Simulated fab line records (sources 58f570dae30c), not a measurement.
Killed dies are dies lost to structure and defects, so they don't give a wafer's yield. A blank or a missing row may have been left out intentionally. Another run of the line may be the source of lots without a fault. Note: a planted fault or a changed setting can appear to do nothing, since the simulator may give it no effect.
Comparing a struck lot with a sound one | flow berkeleyCmos170 | 14 out of 331 route steps
Sound: these wafers, L555.3, L555.5, L555.6. Wafers struck: L571.1, L571.3, L571.5. The cause is given at the end.
For every step that has rows: the tool of each side, followed by ch and its chambers, followed by its first start. Under that, the readings that differ: sound wafers | struck wafers | difference of the means | sigmas: that difference in standard deviations of wafers without a fault.
alike: words and numbers the same on both sides, and readings whose means are apart by under 2 such deviations; not compared: readings that were withheld, readings missing a value for some wafer, numbers with overlapping values and no deviation given by the record, and bounds like >300 which may hide the same value.
A row with sigmas, a row that says differs or no value, or rows on one side alone: a step with any of these is where the two part. Numbers that don't overlap but have no deviation are shown without sigmas and don't part them. A reading that every wafer of one side lacks parts them only if that side has two wafers or more.

first, 2 steps without rows for these wafers: UCB170_SACOX_CLEAN_00 (cleans in dHF, time 7.5 s); UCB170_SACOX_OXIDATION_01 (target thk 14.4 nm, ox time 2400 s).
UCB170_SACOX_THK_MEAS_02:
  sound: filmMetro-03 at day 7 06:45; struck: filmMetro-03 at day 10 13:56
reading              | sound             | struck            | difference | sigmas
SACOX_OXIDE_THK (nm) | 14.39 14.30 14.11 | 14.89 14.87 14.85 | +0.60      | +2
then, 2 steps without rows for these wafers: UCB170_SCREENOX_WET_ETCH_00 (etches SiO2 in dHF, time 200 s); UCB170_SCREENOX_OXIDATION_01 (target thk 14.4 nm, ox time 2400 s).
UCB170_SCREENOX_THK_MEAS_02:
  sound: filmMetro-03 at day 7 13:09; struck: filmMetro-03 at day 10 19:47
  alike: SCREENOX_OXIDE_THK
then, 6 steps without rows for these wafers: UCB170_SCREENOX_ANNEAL_03 (time 900 s); UCB170_NVT_HMDS_00 (prime time 60 s); UCB170_NVT_COAT_01 (resist thk 900 nm); UCB170_NVT_SOFTBAKE_02 (time 60 s); UCB170_NVT_EXPOSE_03 (exposes mask PWELL, target cd 3000 nm); UCB170_NVT_PEB_04.
UCB170_NVT_DEVELOP_05: develop time 45 s.
  struck on lithoTrack-01, day 11 00:00; sound on lithoTrack-01 ch 0, day 7 18:00
  no value came back on the struck wafers for chillPlateTempC (C), developTimeS (s); on the sound wafers chillPlateTempC (C) reads 23.02 23.05 22.98
reading                             | sound           | struck            | difference | sigmas
model.KrF_of_NVT_COAT_01.thkNm (nm) | 883 882.3 883.9 | 898.7 897.8 898.2 | +15.2      | 
UCB170_NVT_OVL_MEAS_06:
  sound: overlay-01 at day 7 19:03; struck: overlay-02 at day 11 00:30
reading      | sound     | struck | difference                    | sigmas
NVT_OVL (nm) | -12 -6 -8 | - - -  | no value on the struck wafers | 

WHERE THEY PART
Last at UCB170_NVT_OVL_MEAS_06 as far as this record goes, first at UCB170_SACOX_THK_MEAS_02.

WHY: whatever the simulator had introduced
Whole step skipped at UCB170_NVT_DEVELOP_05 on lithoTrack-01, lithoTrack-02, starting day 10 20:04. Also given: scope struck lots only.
